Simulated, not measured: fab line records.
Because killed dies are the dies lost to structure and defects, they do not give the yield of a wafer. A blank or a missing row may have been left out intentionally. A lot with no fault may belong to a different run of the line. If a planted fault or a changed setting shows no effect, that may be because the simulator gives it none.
Which tool did it? | flow berkeleyCmos170 | 14 lots, 42 wafers sampled, at 4 steps of a route of 331

## WHAT THE GAUGES READ, wafer by wafer
UCB170_SDANNEAL_RS_MEAS_02: measures by four-point-probe. Usual: PSD_RS gives 75.53 ohm/sq (standard deviation 0.26).
lot  | measured     | on           | PSD_RS (ohm/sq)   | flag
L184 | day 7 08:28  | filmMetro-04 | 75.61 75.49 75.05 | 
L186 | day 7 10:34  | filmMetro-01 | 75.26 75.30 75.05 | 
L187 | day 7 16:45  | filmMetro-02 | 75.66 75.44 75.42 | 
L189 | day 8 07:33  | filmMetro-02 | 75.69 75.71 76.02 | 
L190 | day 8 08:02  | filmMetro-04 | 75.68 75.74 75.60 | 
L191 | day 8 08:01  | filmMetro-01 | 75.07 75.15 75.51 | 
L188 | day 8 08:22  | filmMetro-02 | 75.85 75.90 75.65 | 
L192 | day 8 17:14  | filmMetro-02 | 75.20 75.24 75.40 | 
L197 | day 9 04:16  | filmMetro-01 | 75.49 75.39 75.11 | 
L194 | day 9 04:44  | filmMetro-04 | 75.45 75.69 75.32 | 
L193 | day 9 05:40  | filmMetro-02 | 75.41 75.66 75.70 | 
L195 | day 9 08:10  | filmMetro-02 | - - -             | OFF
L199 | day 9 22:47  | filmMetro-02 | - - -             | OFF
L205 | day 10 19:58 | filmMetro-02 | 75.44 75.42 75.59 | 

UCB170_V2_BOW_MEAS_03. Usual: V2_BOW gives 36 um (standard deviation 7.9).
lot  | measured     | on           | V2_BOW (um) | flag
L184 | day 8 01:09  | filmMetro-01 | 24 31 34    | 
L186 | day 8 07:20  | filmMetro-04 | 30 31 35    | 
L187 | day 8 12:20  | filmMetro-01 | 58 45 43    | 
L189 | day 9 05:04  | filmMetro-01 | 34 42 50    | 
L190 | day 9 05:56  | filmMetro-01 | 47 30 36    | 
L191 | day 9 06:28  | filmMetro-03 | 42 39 41    | 
L188 | day 9 05:21  | filmMetro-03 | 31 22 32    | 
L192 | day 9 13:19  | filmMetro-03 | 35 27 29    | 
L197 | day 10 01:00 | filmMetro-04 | 51 43 46    | 
L194 | day 10 01:08 | filmMetro-03 | 32 32 41    | 
L193 | day 10 01:49 | filmMetro-04 | 45 36 36    | 
L195 | day 10 03:56 | filmMetro-01 | 23 32 45    | 
L199 | day 10 15:13 | filmMetro-03 | 45 25 36    | 
L205 | day 11 16:07 | filmMetro-03 | 39 44 43    | 

UCB170_M3_OVL_MEAS_16. Usual: M3_OVL gives -1 nm (standard deviation 6.4).
lot  | measured     | on         | M3_OVL (nm) | flag
L184 | day 8 06:07  | overlay-02 | -1 4 3      | 
L186 | day 8 14:18  | overlay-01 | -14 -21 -8  | 
L187 | day 8 18:53  | overlay-01 | 2 -5 -1     | 
L189 | day 9 09:31  | overlay-01 | 0 2 -3      | 
L190 | day 9 10:23  | overlay-02 | 4 -6 -1     | 
L191 | day 9 10:46  | overlay-01 | 1 8 -5      | 
L188 | day 9 09:47  | overlay-02 | -9 1 3      | 
L192 | day 9 23:41  | overlay-02 | -4 10 -2    | 
L197 | day 10 06:20 | overlay-02 | -9 -7 -7    | 
L194 | day 10 06:37 | overlay-01 | -2 5 2      | 
L193 | day 10 07:37 | overlay-02 | 4 -7 5      | 
L195 | day 10 09:02 | overlay-01 | 10 13 13    | 
L199 | day 10 20:53 | overlay-02 | 0 -2 4      | 
L205 | day 11 22:24 | overlay-02 | -18 -6 -13  | 

## TOOL THAT RAN EACH LOT (tool first, then ch and the chambers of the sampled wafers, then the start)
lot  | UCB170_PSD_IMPLANT_08
L184 | implanter-02 ch 0, day 7 05:28
L186 | implanter-04 ch 0, day 7 05:35
L187 | implanter-02 ch 0, day 7 13:49
L189 | implanter-04 ch 0, day 8 04:06
L190 | implanter-02 ch 0, day 8 04:13
L191 | implanter-03 ch 0, day 8 04:28
L188 | implanter-04 ch 0, day 8 04:50
L192 | implanter-03 ch 0, day 8 12:20
L197 | implanter-03 ch 0, day 9 00:08
L194 | implanter-02 ch 0, day 9 00:21
L193 | implanter-03 ch 0, day 9 01:07
L195 | implanter-03 ch 0, day 9 05:04
L199 | implanter-03 ch 0, day 9 17:26
L205 | implanter-04 ch 0, day 10 15:55
- UCB170_PSD_IMPLANT_08

## WHAT THE TOOLS THEMSELVES READ (means of the sampled wafers that have a number; where no wafer has one, the mark that the record gives instead)
UCB170_PSD_IMPLANT_08. Usual: tiltDeg 7.001 degrees, standard deviation 0.018.
lot  | tool         | tiltDeg (degrees) | flag
L184 | implanter-02 | 7.000             | 
L186 | implanter-04 | 6.997             | 
L187 | implanter-02 | 7.001             | 
L189 | implanter-04 | 7.021             | 
L190 | implanter-02 | 6.990             | 
L191 | implanter-03 | 6.995             | 
L188 | implanter-04 | 6.997             | 
L192 | implanter-03 | 6.997             | 
L197 | implanter-03 | 7.000             | 
L194 | implanter-02 | 7.003             | 
L193 | implanter-03 | 6.990             | 
L195 | implanter-03 | 8.116             | OFF
L199 | implanter-03 | 8.097             | OFF
L205 | implanter-04 | 6.993             | 

## THE ANSWER, worked out from the rows above alone
Rule: a lot is off if the mean of its wafers that have a number lies more than 3 standard deviations from the usual mean. Also off: a lot with no number at a reading for which 4 or more lots have one. Any other lot the step has rows for is counted as sound. First the gauges in route order, then the tools' own readings, where a lot's mean is used as printed above. At the first step where some lot is off, the reading lying furthest off is the one used; lots without a number count as furthest.
Off: L195, L199, seen at UCB170_SDANNEAL_RS_MEAS_02 (PSD_RS). Without a number there: L195, L199.
A tool fits if, at a process step before that reading, it ran every lot that is off, and no sound lot after the first of them. Not tried: the gauges at UCB170_SDANNEAL_RS_MEAS_02; whatever is off there is also off at UCB170_PSD_IMPLANT_08, on other tools, and gauge error can't account for it. One candidate fits, namely implanter-03 at UCB170_PSD_IMPLANT_08. Its last sound lot is L193 (day 9 01:07), its first lot that is off L195 (day 9 05:04): a fault that began between those two fits.
The tool's own readings at UCB170_PSD_IMPLANT_08 bear it out: on the lots that are off they differ by more than 5 times the standard deviation of the sound lots' means. tiltDeg reads 8.107 degrees there against 6.999 degrees on the sound lots.

## WHAT HAD BEEN PUT IN BY THE SIMULATOR
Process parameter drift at UCB170_PSD_IMPLANT_08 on implanter-03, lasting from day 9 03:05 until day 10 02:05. The setting tiltDeg was moved by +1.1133, starting from 7. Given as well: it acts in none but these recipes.
Struck lots among those shown: L195, L199. This agrees with what the rule above found.
